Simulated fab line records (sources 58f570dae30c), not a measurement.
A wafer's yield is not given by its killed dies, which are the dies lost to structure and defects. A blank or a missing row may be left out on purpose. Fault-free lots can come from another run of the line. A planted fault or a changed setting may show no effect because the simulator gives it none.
Problem report, 8D (eight disciplines) form, completed by code    flow berkeley_cmos170    the parts of the form that need people (team, actions taken, sign-off) are left out

1. WHAT IS WRONG
Mean of tube_center_temp_C at UCB170_M1_ANNEAL_14: 290 C across 9 wafers in 3 lots; on wafers with no fault it is 400 C (standard deviation 0.04). So: -99 or more standard deviations from the usual mean.
The step: time 1200 s.
First seen on wafer L571.3, day 9 14:10, on furnace-03. Wafers with a number at this step in the record: 42, from 14 lots. Rule for "out", or "out of limits": more than 4 standard deviations from the usual mean. The rest of the wafers with a number are treated as sound.

2. WHAT IT IS; WHAT IT IS NOT
question                     is                                                                                                                                                                    is not
which readings at this step  tube_center_temp_C, spike_tc_centre_C, spike_tc_load_C, spike_tc_source_C, tube_center_temp_C_max, zone_power_centre_pct, zone_power_load_pct, zone_power_source_pct  -
which lots                   L569, L570, L571                                                                                                                                                      L564, L565, L566, L567, L568, L582, L583, L584, L585, L586, L587
which wafers of those lots   all that have a number                                                                                                                                                -
read on which tools          furnace-03                                                                                                                                                            -
when                         from day 9 14:10                                                                                                                                                      up to then (15 sound wafers); but 18 sound wafers of L582, L583, L584, L585, L586, L587 came after

3. SUSPECTS, AND WHAT RULES EACH OUT
Counting: a tool at any process step up to the reading remains a suspect when it ran all the lots that are out and ran no sound lot after the first of those.
- furnace-03 at UCB170_M1_ANNEAL_14 (time 1200 s): ruled out as a lasting fault. Following L571 (day 9 14:10), the first lot on it that is out, the sound lots L586, L585, L587, L582, L583, L584 were run on it.
Left after counting: nothing in the record.

4. THE CAUSE (what the simulator had put in)
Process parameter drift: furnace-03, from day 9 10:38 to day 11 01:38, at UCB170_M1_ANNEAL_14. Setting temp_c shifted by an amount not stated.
Counting ruled it out, wrongly.

5. THE CHAIN OF EFFECTS, in route order
Each row: a reading whose mean over the struck wafers that have a number lies more than 3 standard deviations from the usual. Readings are gone through only where the record gives a usual standard deviation; hours: the median, over the lots, of the time from a lot's start at the first step in this table giving one to that lot's start at this step; sigmas: the change measured in usual standard deviations.
hours  step                 reading                 usual    on struck wafers  change   sigmas
0      UCB170_M1_ANNEAL_14  spike_tc_centre_C       401.7 C  291.8             -109.9   -99 or more
0      UCB170_M1_ANNEAL_14  spike_tc_load_C         418.5 C  308.1             -110.4   -99 or more
0      UCB170_M1_ANNEAL_14  spike_tc_source_C       417.4 C  305.8             -111.6   -99 or more
0      UCB170_M1_ANNEAL_14  tube_center_temp_C      400 C    290               -110     -99 or more
0      UCB170_M1_ANNEAL_14  tube_center_temp_C_max  401.03   291.01            -110.02  -99 or more
0      UCB170_M1_ANNEAL_14  zone_power_centre_pct   15.69 %  11.01             -4.68    -29
0      UCB170_M1_ANNEAL_14  zone_power_load_pct     6.46 %   4.15              -2.31    -37
0      UCB170_M1_ANNEAL_14  zone_power_source_pct   5.93 %   3.76              -2.17    -36
Its process steps:
- UCB170_M1_ANNEAL_14: time 1200 s.

6. WHAT WOULD HAVE CAUGHT IT SOONER
The fault began at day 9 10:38; the first out-of-limits reading in this record came at day 9 14:10, 4 hours later.
